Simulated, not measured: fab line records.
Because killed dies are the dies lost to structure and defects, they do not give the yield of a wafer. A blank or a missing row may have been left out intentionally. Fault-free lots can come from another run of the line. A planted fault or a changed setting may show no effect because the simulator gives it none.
Code-filled problem report in 8D (eight disciplines) form -- flow rit-cmos -- the parts of the form that need people (team, actions taken, sign-off) are left out

## 1. THE PROBLEM
tube-center-temp-C at RIT_FOX2_OXIDATION_00 reads a mean of 1109 C on 6 wafers of 2 lots; wafers without a fault read 1100 C with a standard deviation of 0.1. Measured from the usual mean, that is +94 standard deviations.
The step: target thk 350.7 nm, ox time 1130 s.
The first sign was on wafer L307.1 at day 4 11:09, on furnace-02. Wafers with a number at this step in the record: 42, from 14 lots. By rule, "out" or "out of limits" means more than 4 standard deviations away from the usual mean. The rest of the wafers with a number are treated as sound.

## 2. WHAT IT IS, WHAT IT ISN'T
question,is,is not
which readings at this step,"tube-center-temp-C, spike-tc-centre-C, spike-tc-load-C, spike-tc-source-C, tube_center_temp_C_max",-
which lots,"L307, L309","L294, L296, L297, L298, L300, L301, L302, L303, L304, L305, L306, L317"
which wafers of those lots,all that have a number,-
read on which tools,furnace-02,"furnace-03, furnace-04"
when,from day 4 11:09,up to then (33 sound wafers); but 3 sound wafers of L317 came after

## 3. SUSPECTS, AND WHAT RULES EACH OUT
Counting: any tool at a process step up to the reading is kept as a suspect provided that every lot that is out went through it and no sound lot did after the first of them.
- furnace-02 at RIT_FOX2_OXIDATION_00 (target thk 350.7 nm, ox time 1130 s): kept. It ran every lot that is out, first L307 (day 4 11:09), and no sound lot after that; its last sound lot up to then is L305 (day 4 00:18). Its own spike-tc-centre-C, spike-tc-load-C, spike-tc-source-C, tube-center-temp-C, tube_center_temp_C_max readings are out on those wafers.
After counting, what remains is furnace-02 at RIT_FOX2_OXIDATION_00.

## 4. THE CAUSE (what the simulator had put in)
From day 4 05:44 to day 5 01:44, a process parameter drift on furnace-02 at RIT_FOX2_OXIDATION_00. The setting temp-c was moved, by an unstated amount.
This tool alone remained once counting was done.

## 5. SEQUENCE OF EFFECTS, ordered by route
One row per reading whose mean, taken over the struck wafers that have a number, lies over 3 standard deviations from the usual. Only readings for which the record gives a usual standard deviation are gone through. hours: the time from each lot's start at the first step in this table that gives one to its start at this step, as a median over the lots. sigmas: the change in usual standard deviations.
hours,step,reading,usual,on struck wafers,change,sigmas
0,RIT_FOX2_OXIDATION_00,spike-tc-centre-C,1101.6 C,1110.7,+9.1,+7.6
0,RIT_FOX2_OXIDATION_00,spike-tc-load-C,1125.6 C,1134.5,+8.9,+5.9
0,RIT_FOX2_OXIDATION_00,spike-tc-source-C,1126.4 C,1136.3,+9.9,+8.2
0,RIT_FOX2_OXIDATION_00,tube-center-temp-C,1100 C,1109,+9,+94
0,RIT_FOX2_OXIDATION_00,tube_center_temp_C_max,1102.8,1112.1,+9.3,+21
It contains these process steps:
- RIT_FOX2_OXIDATION_00: target thk 350.7 nm, ox time 1130 s.
Later steps that measure or inspect, where all struck wafers having a row at the step show a number for every such reading and not one has moved that far: RIT_WELLDRIVE_RS_MEAS_01, RIT_NRETRO_TW_MEAS_10.

## 6. HOW IT WOULD HAVE BEEN CAUGHT EARLIER
First out-of-limits reading in this record: day 4 11:09, which is 5 hours after fault onset at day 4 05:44.
